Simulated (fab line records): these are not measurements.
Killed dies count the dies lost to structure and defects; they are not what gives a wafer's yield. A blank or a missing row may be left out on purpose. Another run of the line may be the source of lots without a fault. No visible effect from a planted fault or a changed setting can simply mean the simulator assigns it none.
Which tool is to blame? -- flow berkeley-cmos170 -- at 1 step of a route of 331, 7 lots with 21 wafers sampled

WHAT THE GAUGES READ, wafer by wafer
UCB170_START_THK_MEAS_03.
lot,measured,on,START_OXIDE_THK (nm)
L619,day 2 00:30,film-metro-04,20.1 20.2 20.2
L621,day 2 11:46,film-metro-04,21.2 20.7 20.8
L629,day 4 03:16,film-metro-02,20.8 21.3 20.7
L632,day 4 17:53,film-metro-04,20.7 20.9 20.8
L634,day 5 04:35,film-metro-02,20.0 20.5 20.4
L637,day 5 19:47,film-metro-02,20.2 20.7 20.8
L640,day 6 08:32,film-metro-02,20.8 20.7 20.6

TOOL THAT RAN EACH LOT (tool first, then ch and the chambers of the sampled wafers, then the start)
The record shows no process step preceding these readings.

THE ANSWER, worked out from the rows above alone
Rule: the usual values come from the lots themselves. The widest of any qualifying gaps counts: lots, ordered by their means at a reading, are off when they make up no more than a third of the lots, leave a main group of 4 or more, and stand apart from it by 3 or more times the standard deviation of that group's means. A main group is skipped when, at the precision printed for the reading in the tables above, its means are all equal. Also off: a lot with no number at a reading for which 4 or more lots have one. Where the step has rows for the other lots, those lots are counted as sound.
None of the lots is off at any reading shown; this tells nothing.

WHAT WAS PUT IN BY THE SIMULATOR
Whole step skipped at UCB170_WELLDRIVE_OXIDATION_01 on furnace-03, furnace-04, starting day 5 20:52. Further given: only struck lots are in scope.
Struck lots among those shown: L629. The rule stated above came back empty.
